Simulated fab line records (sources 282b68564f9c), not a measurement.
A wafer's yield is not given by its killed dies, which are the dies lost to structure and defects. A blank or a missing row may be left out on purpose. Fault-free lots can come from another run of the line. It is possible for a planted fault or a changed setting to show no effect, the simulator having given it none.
Which of the tools did it? -- flow rit cmos -- 7 lots, 21 wafers sampled, at 3 steps of a route of 202

WHAT THE GAUGES READ, wafer by wafer
RIT_PLDD_OVL_MEAS_06.
lot,measured,on,PLDD_OVL (nm)
L815,day 3 05:15,overlay-02,0.0 -0.9 -1.4
L817,day 3 10:59,overlay-01,-1.0 -0.7 -0.4
L827,day 5 16:49,overlay-01,- - -
L830,day 6 09:21,overlay-01,0.6 -1.3 0.2
L832,day 6 16:59,overlay-01,-0.4 -2.2 -1.3
L834,day 7 04:32,overlay-02,1.1 -1.3 0.0
L837,day 7 18:20,overlay-02,-0.8 0.7 -1.4

EACH LOT AND THE TOOL THAT RAN IT (in order: tool; ch and the chambers of the sampled wafers; start)
lot,RIT_PRETRO_STRIP_09,RIT_PLDD_COAT_01
L815,"plasma asher-04 ch 0,1, day 2 14:44","litho track-03 ch 0, day 3 04:28"
L817,"plasma asher-03 ch 0,1, day 3 00:08","litho track-02 ch 0, day 3 10:14"
L827,"plasma asher-04 ch 0, day 5 02:26","litho track-03, day 5 16:08"
L830,"plasma asher-04 ch 0, day 5 19:05","litho track-03 ch 0, day 6 08:33"
L832,"plasma asher-04 ch 0,1, day 6 05:22","litho track-03 ch 0, day 6 16:17"
L834,"plasma asher-02 ch 0,1, day 6 13:16","litho track-03 ch 0, day 7 03:52"
L837,"plasma asher-02 ch 0,1, day 7 06:14","litho track-01 ch 0, day 7 17:32"
- RIT_PRETRO_STRIP_09: strips in O2, time 180 s.
- RIT_PLDD_COAT_01: resist thk 1000 nm.

THE ANSWER, worked out from the rows above alone
Rule: what is usual is taken from the lots themselves. Put in order of their means at a reading, lots are off if they are a third of the lots or fewer, leave a main group of 4 or more, and stand apart from it by a gap of 3 or more times the standard deviation of the main group's means; of several such gaps the widest counts. The tables above print the reading to a certain number of digits; a main group whose means all agree to those digits is not used. Also off: a lot with no number at a reading for which 4 or more lots have one. The other lots that the step has rows for count as sound.
Off: L827, seen at RIT_PLDD_OVL_MEAS_06 (PLDD_OVL). Without a number there: L827. For the main group the mean is -0.6 nm and the standard deviation 0.41.
A tool fits if, at a process step before that reading, it ran every lot that is off, and no sound lot after the first of them. Gauges at RIT_PLDD_OVL_MEAS_06: tried the same way as those tools. Not one of the candidates tried fits.

WHAT THE SIMULATOR HAD PUT IN
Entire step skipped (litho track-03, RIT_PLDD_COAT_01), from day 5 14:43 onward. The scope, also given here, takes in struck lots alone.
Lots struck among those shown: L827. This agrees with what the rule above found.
